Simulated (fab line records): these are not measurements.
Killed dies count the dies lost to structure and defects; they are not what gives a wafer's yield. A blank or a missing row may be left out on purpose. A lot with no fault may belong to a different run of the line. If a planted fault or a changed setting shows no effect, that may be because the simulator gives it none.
Check of tool commonality | flow berkeley cmos170 | 42 wafers sampled across 14 lots

## THE REASON FOR OPENING IT
At UCB170_NWELL_THK_MEAS_05 the reading NWELL_NITRIDE_THK is flagged on 2 of 14 lots. Wafers without a fault read 225.7 nm, standard deviation 2.1.
Rule: a lot gets a flag if all its wafers with a number sit over 4 standard deviations from that mean, or if no wafer of it has a number. The other lots count as sound.

lot  | measured    | on            | NWELL_NITRIDE_THK (nm), wafer by wafer | flag
L810 | day 2 14:58 | film metro-02 | 226.9 230.0 228.6                      |
L813 | day 3 01:29 | film metro-03 | 225.7 226.1 223.8                      |
L812 | day 3 01:30 | film metro-02 | 227.0 226.7 228.6                      |
L814 | day 3 06:39 | film metro-02 | 228.0 226.1 228.0                      |
L816 | day 3 12:57 | film metro-01 | 222.7 225.7 223.8                      |
L817 | day 3 20:37 | film metro-02 | 227.1 227.9 228.1                      |
L819 | day 4 06:04 | film metro-01 | 228.5 227.9 229.2                      |
L822 | day 4 18:41 | film metro-03 | 227.5 227.9 227.1                      |
L825 | day 5 08:08 | film metro-01 | 225.9 226.1 226.9                      |
L826 | day 5 14:46 | film metro-02 | 193.4 193.8 194.7                      | FLAGGED
L827 | day 5 20:06 | film metro-01 | 190.5 191.1 191.5                      | FLAGGED
L829 | day 6 09:58 | film metro-02 | 223.9 223.9 222.6                      |
L828 | day 6 09:58 | film metro-03 | 224.6 227.2 228.5                      |
L832 | day 7 07:58 | film metro-03 | 224.8 225.4 225.5                      |
On average the flagged lots' numbers are 192.5 nm, which is -33.2 nm against the usual, or -16 standard deviations.

## WHICH TOOL RAN EACH LOT
The record holds 1 process step before the reading, out of a route of 331 steps. In each cell: the tool, then ch and the chambers that the sampled wafers went through, then the start.
lot  | flag    | UCB170_NWELL_CVD_04
L810 |         | lpcvd-01 ch 0, day 2 13:02
L813 |         | lpcvd-02 ch 1, day 2 23:33
L812 |         | lpcvd-02 ch 0, day 2 23:33
L814 |         | lpcvd-02 ch 1, day 3 04:42
L816 |         | lpcvd-01 ch 0, day 3 11:01
L817 |         | lpcvd-01 ch 0, day 3 18:40
L819 |         | lpcvd-02 ch 1, day 4 04:07
L822 |         | lpcvd-02 ch 1, day 4 16:45
L825 |         | lpcvd-01 ch 0, day 5 06:08
L826 | FLAGGED | lpcvd-02 ch 1, day 5 12:50
L827 | FLAGGED | lpcvd-02 ch 0, day 5 18:10
L829 |         | lpcvd-01 ch 0, day 6 08:02
L828 |         | lpcvd-01 ch 0, day 6 08:02
L832 |         | lpcvd-01 ch 1, day 7 06:02
What these steps do:
- UCB170_NWELL_CVD_04: deposits Si3N4 from SiH2Cl2/NH3, target thk 224 nm, time 3360 s.
- UCB170_NWELL_THK_MEAS_05

## FLAGGED AGAINST TOTAL, ONE TOOL AT A TIME (gauges that did the reading follow at the end)
step                     | tool          | lots run | flagged | share of the flagged lots | sound lots run after its first flagged lot
UCB170_NWELL_CVD_04      | lpcvd-01      | 7        | 0       | none                      | -
UCB170_NWELL_CVD_04      | lpcvd-02      | 7        | 2       | all                       | 0
UCB170_NWELL_THK_MEAS_05 | film metro-01 | 4        | 1       | some                      | 0
UCB170_NWELL_THK_MEAS_05 | film metro-02 | 6        | 1       | some                      | 1 (L829)
UCB170_NWELL_THK_MEAS_05 | film metro-03 | 4        | 0       | none                      | -

## THE TABLE: WHAT IT ALLOWS
All flagged lots share 1 row of the table, namely lpcvd-02 at UCB170_NWELL_CVD_04.
- lpcvd-02 at UCB170_NWELL_CVD_04: 2 of its 7 lots flagged. Last sound lot L822 at day 4 16:45, first flagged lot L826 at day 5 12:50; a fault beginning in between fits. Its own readings lie more than 4 standard deviations out on every wafer of the flagged lots: nh3 flow sccm.
lpcvd-02 at UCB170_NWELL_CVD_04 is the single tool remaining.

## WHAT THE SIMULATOR HAD INSERTED
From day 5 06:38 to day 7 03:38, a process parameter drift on lpcvd-02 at UCB170_NWELL_CVD_04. From 75, the setting nh3 flow sccm moved by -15. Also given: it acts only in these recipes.
Lots struck among those shown: L826, L827. Same finding as the rule above.
